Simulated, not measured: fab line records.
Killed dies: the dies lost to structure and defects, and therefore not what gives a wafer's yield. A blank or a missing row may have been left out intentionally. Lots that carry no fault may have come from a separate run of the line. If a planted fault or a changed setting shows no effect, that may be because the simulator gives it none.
Comparing a struck lot with a sound one -- flow rit cmos -- 20 steps out of a route of 202
Sound: wafers L831.4, L831.5, L831.6. Struck: wafers L833.1, L833.2, L833.6. The cause is given at the end.
For every step that has rows: the tool of each side, followed by ch and its chambers, followed by its first start. Under that, the readings that differ: sound wafers -- struck wafers -- difference of the means -- sigmas: that difference in standard deviations of wafers without a fault.
alike: readings whose means differ by less than 2 such deviations, and words and numbers that are the same on both sides. not compared: withheld readings, readings that some wafer has no value for, bounds like >300 that may hide the same value, and numbers for which the record gives no deviation and whose values overlap.
A row with sigmas, a row that says differs or no value, or rows on one side alone: a step with any of these is where the two part. When numbers do not overlap yet have no deviation, they are printed without sigmas and do not part them. Lack of a reading on every wafer of one side parts them only where that side has two or more wafers.

first, 2 steps without rows for these wafers: RIT_NWELL_HARDBAKE_07 (time 120 s); RIT_NWELL_IMPLANT_08.
RIT_NWELL_STRIP_09: strips in O2, time 180 s.
  sound on plasma asher-04 ch 0,1, day 3 06:23; struck on plasma asher-03 ch 0,1, day 3 13:55
  alike: drypump motor current A, rf refl power W
  not compared: rf hours counter h
RIT_NWELL_TW_MEAS_10:
  sound: film metro-04 at day 3 06:32; struck: film metro-01 at day 3 14:06
  alike: NWELL_TW
then, 2 steps without rows for these wafers: RIT_PWELL_HMDS_00 (prime time 60 s); RIT_PWELL_COAT_01 (resist thk 1300 nm).
RIT_PWELL_SOFTBAKE_02: time 61.77 s.
  sound on litho track-02 ch 0, day 3 06:57; struck on litho track-03 ch 0, day 3 14:28
  alike: plate sensor t centre C, plate sensor t edge C
then, 3 steps without rows for these wafers: RIT_PWELL_EXPOSE_03 (exposes mask M3, target cd 43700 nm); RIT_PWELL_PEB_04; RIT_PWELL_DEVELOP_05 (develop time 68 s).
RIT_PWELL_OVL_MEAS_06:
  sound: overlay-01 at day 3 07:28; struck: overlay-02 at day 3 15:10
  alike: PWELL_OVL
then, 1 step without rows for these wafers: RIT_PWELL_HARDBAKE_07 (time 120 s).
RIT_PWELL_IMPLANT_08:
  sound on implanter-02 ch 0, day 3 07:49; struck on implanter-02 ch 0, day 3 15:27
reading,sound,struck,difference,sigmas
beam energy keV,170.06 170.02 169.99,221.00 220.97 221.07,+50.99,+99 or more
model.implant.rp nm (nm),470.6 470.6 470.6,572.4 572.4 572.4,+101.8,
model.implant.drp nm (nm),102.9 102.9 102.9,111.6 111.6 111.6,+8.7,
RIT_PWELL_STRIP_09: strips in O2, time 180 s.
  sound on plasma asher-02 ch 0,1, day 3 07:56; struck on plasma asher-01 ch 0,1, day 3 15:36
  alike: drypump motor current A, rf refl power W
  not compared: rf hours counter h
RIT_PWELL_TW_MEAS_10:
  sound: film metro-01 at day 3 08:05; struck: film metro-02 at day 3 15:46
  alike: PWELL_TW
then, 1 step without rows for these wafers: RIT_WELLDRIVE_ANNEAL_00 (time 14700 s).
RIT_WELLDRIVE_RS_MEAS_01: measures by four-point-probe.
  sound: film metro-04 at day 3 13:23; struck: film metro-01 at day 3 22:02
  alike: NWELL_RS
RIT_WELLDRIVE_RS_MEAS_02: measures by four-point-probe.
  sound: film metro-04 at day 3 13:30; struck: film metro-01 at day 3 22:09
reading,sound,struck,difference,sigmas
PWELL_RS (ohm/sq),428.4 428.1 426.9,418.2 417.2 417.7,-10.1,-8
then, 1 step without rows for these wafers: RIT_NRETRO_HMDS_00 (prime time 60 s).
RIT_M1_PROBE_99:
  sound: prober-01 at day 4 20:12; struck: prober-01 at day 5 05:52
reading,sound,struck,difference,sigmas
model.etest.nmos_0p3.r on ohm um,2164 2141 2196,2130 2100 2080,-64,
model.etest.nmos_0p15.r on ohm um,1135 1136 1170,1113 1070 1080,-59,
model.etest.nmos_0p15.drive ua um,465.5 478.8 454.3,482.4 490 490.5,+21.4,
model.etest.pwell pinched.rs ohm sq,456.2 462.1 462,437.7 435 439.6,-22.7,
model.etest.pwell.rs ohm sq,413.2 417.4 422.3,399.8 401.8 400.2,-17.0,
  alike: killed at front end, killed dies, killed open, killed short
  not compared: model.etest.nmos turned.drive ua um, model.etest.nmos_0p3.drive ua um, model.etest.nmos narrow.drive ua um

== WHERE THEY PART ==
First at RIT_PWELL_IMPLANT_08; last, within this record, at RIT_WELLDRIVE_RS_MEAS_02. Later steps at which nothing parts them and some readings are alike: RIT_M1_PROBE_99.

WHY: whatever the simulator had introduced
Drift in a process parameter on implanter-02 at RIT_PWELL_IMPLANT_08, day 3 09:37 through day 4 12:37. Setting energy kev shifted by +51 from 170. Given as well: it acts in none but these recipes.
